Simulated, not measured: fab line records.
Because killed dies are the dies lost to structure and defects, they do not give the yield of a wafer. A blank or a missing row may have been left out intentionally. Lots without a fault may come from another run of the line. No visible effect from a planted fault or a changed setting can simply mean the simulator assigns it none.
The tool behind it: which one? :: flow rit cmos :: Sampling: 14 lots, 42 wafers, 3 of 202 route steps

== WHAT EACH GAUGE READ, for each wafer ==
RIT_NSD_OVL_MEAS_06.
lot: L510
measured: day 3 01:46
on: overlay-01
NSD_OVL (nm): 0.8 -0.7 0.3

lot: L511
measured: day 3 03:59
on: overlay-02
NSD_OVL (nm): 2.8 2.0 2.2

lot: L512
measured: day 3 10:35
on: overlay-01
NSD_OVL (nm): 1.8 1.2 1.3

lot: L513
measured: day 3 14:01
on: overlay-01
NSD_OVL (nm): 1.3 1.1 0.8

lot: L517
measured: day 4 10:39
on: overlay-02
NSD_OVL (nm): 0.9 -1.1 0.3

lot: L518
measured: day 4 14:44
on: overlay-02
NSD_OVL (nm): 1.5 2.7 2.5

lot: L519
measured: day 4 20:59
on: overlay-01
NSD_OVL (nm): 0.3 -0.7 -0.3

lot: L520
measured: day 5 01:38
on: overlay-02
NSD_OVL (nm): - - -

lot: L521
measured: day 5 06:29
on: overlay-01
NSD_OVL (nm): - - -

lot: L527
measured: day 6 12:35
on: overlay-02
NSD_OVL (nm): 0.3 0.9 0.3

lot: L530
measured: day 7 04:18
on: overlay-01
NSD_OVL (nm): -2.3 0.3 -1.8

lot: L531
measured: day 7 07:41
on: overlay-01
NSD_OVL (nm): -0.3 -3.4 -1.2

lot: L532
measured: day 7 12:24
on: overlay-01
NSD_OVL (nm): 0.9 1.9 0.7

lot: L533
measured: day 7 16:59
on: overlay-02
NSD_OVL (nm): -0.7 0.1 0.0

RIT_PSD_TW_MEAS_10.
lot: L510
measured: day 3 04:01
on: film metro-02
PSD_TW: 3462 3449 3435

lot: L511
measured: day 3 05:55
on: film metro-02
PSD_TW: 3432 3423 3428

lot: L512
measured: day 3 12:32
on: film metro-03
PSD_TW: 3449 3438 3447

lot: L513
measured: day 3 15:57
on: film metro-01
PSD_TW: 3395 3389 3402

lot: L517
measured: day 4 12:35
on: film metro-01
PSD_TW: 3422 3408 3414

lot: L518
measured: day 4 16:48
on: film metro-01
PSD_TW: 3417 3412 3416

lot: L519
measured: day 4 23:03
on: film metro-03
PSD_TW: 3438 3449 3453

lot: L520
measured: day 5 03:34
on: film metro-03
PSD_TW: 3645 3632 3641

lot: L521
measured: day 5 08:33
on: film metro-01
PSD_TW: 3620 3640 3618

lot: L527
measured: day 6 14:31
on: film metro-02
PSD_TW: 3453 3442 3448

lot: L530
measured: day 7 06:22
on: film metro-02
PSD_TW: 3473 3474 3457

lot: L531
measured: day 7 09:45
on: film metro-03
PSD_TW: 3418 3430 3426

lot: L532
measured: day 7 14:34
on: film metro-03
PSD_TW: 3416 3435 3435

lot: L533
measured: day 7 19:15
on: film metro-02
PSD_TW: 3447 3451 3461

== WHICH TOOL RAN EACH LOT (tool, then ch and the chambers of the sampled wafers, then the start) ==
lot: L510
RIT_NSD_COAT_01: litho track-02 ch 0, day 3 01:07

lot: L511
RIT_NSD_COAT_01: litho track-03 ch 0, day 3 03:10

lot: L512
RIT_NSD_COAT_01: litho track-02 ch 0, day 3 09:53

lot: L513
RIT_NSD_COAT_01: litho track-03 ch 0, day 3 13:19

lot: L517
RIT_NSD_COAT_01: litho track-03 ch 0, day 4 09:59

lot: L518
RIT_NSD_COAT_01: litho track-01 ch 0, day 4 13:56

lot: L519
RIT_NSD_COAT_01: litho track-03 ch 0, day 4 20:12

lot: L520
RIT_NSD_COAT_01: litho track-03, day 5 00:49

lot: L521
RIT_NSD_COAT_01: litho track-03, day 5 05:39

lot: L527
RIT_NSD_COAT_01: litho track-02 ch 0, day 6 11:55

lot: L530
RIT_NSD_COAT_01: litho track-01 ch 0, day 7 03:28

lot: L531
RIT_NSD_COAT_01: litho track-03 ch 0, day 7 06:59

lot: L532
RIT_NSD_COAT_01: litho track-03 ch 0, day 7 11:43

lot: L533
RIT_NSD_COAT_01: litho track-01 ch 0, day 7 16:17
- RIT_NSD_COAT_01: resist thk 1000 nm.

== AS READ BY THE TOOLS THEMSELVES (means over the sampled wafers that have a number; for cases with no such wafer, the mark the record gives instead) ==
RIT_NSD_COAT_01.
lot: L510
tool: litho track-02
chill plate temp C (C): 22.97
dispense pressure kPa (kPa): 49

lot: L511
tool: litho track-03
chill plate temp C (C): 22.93
dispense pressure kPa (kPa): 57

lot: L512
tool: litho track-02
chill plate temp C (C): 22.92
dispense pressure kPa (kPa): 49

lot: L513
tool: litho track-03
chill plate temp C (C): 22.92
dispense pressure kPa (kPa): 57

lot: L517
tool: litho track-03
chill plate temp C (C): 23.09
dispense pressure kPa (kPa): 57

lot: L518
tool: litho track-01
chill plate temp C (C): 23.01
dispense pressure kPa (kPa): 50

lot: L519
tool: litho track-03
chill plate temp C (C): 22.98
dispense pressure kPa (kPa): 57

lot: L520
tool: litho track-03
chill plate temp C (C): -
dispense pressure kPa (kPa): -

lot: L521
tool: litho track-03
chill plate temp C (C): -
dispense pressure kPa (kPa): -

lot: L527
tool: litho track-02
chill plate temp C (C): 23.06
dispense pressure kPa (kPa): 49

lot: L530
tool: litho track-01
chill plate temp C (C): 23.02
dispense pressure kPa (kPa): 50

lot: L531
tool: litho track-03
chill plate temp C (C): 22.98
dispense pressure kPa (kPa): 57

lot: L532
tool: litho track-03
chill plate temp C (C): 23.15
dispense pressure kPa (kPa): 57

lot: L533
tool: litho track-01
chill plate temp C (C): 22.85
dispense pressure kPa (kPa): 50

== THE ANSWER, worked out from the rows above alone ==
Rule: the usual values come from the lots themselves. The widest of any qualifying gaps counts: lots, ordered by their means at a reading, are off when they make up no more than a third of the lots, leave a main group of 4 or more, and stand apart from it by 3 or more times the standard deviation of that group's means. If all means in a main group match to the digits the tables above print for the reading, that group is not used. Also off: a lot with no number at a reading for which 4 or more lots have one. Any other lot the step has rows for is counted as sound. Order of review: gauges by route order, followed by the tools' own readings, for which a lot's mean as printed above is used. At the first step where some lot is off, the reading lying furthest off is the one used; lots without a number count as furthest.
Off: L520, L521, at RIT_NSD_OVL_MEAS_06 (NSD_OVL). Without a number there: L520, L521. For the main group the mean is 0.5 nm and the standard deviation 1.2.
A tool fits if, at a process step before that reading, it ran every lot that is off, and no sound lot after the first of them. Not tried: the gauges at RIT_NSD_OVL_MEAS_06; whatever is off there is also off at RIT_PSD_TW_MEAS_10, on other tools, and gauge error can't account for it. None of those tried fits.

== WHAT HAD BEEN PUT IN BY THE SIMULATOR ==
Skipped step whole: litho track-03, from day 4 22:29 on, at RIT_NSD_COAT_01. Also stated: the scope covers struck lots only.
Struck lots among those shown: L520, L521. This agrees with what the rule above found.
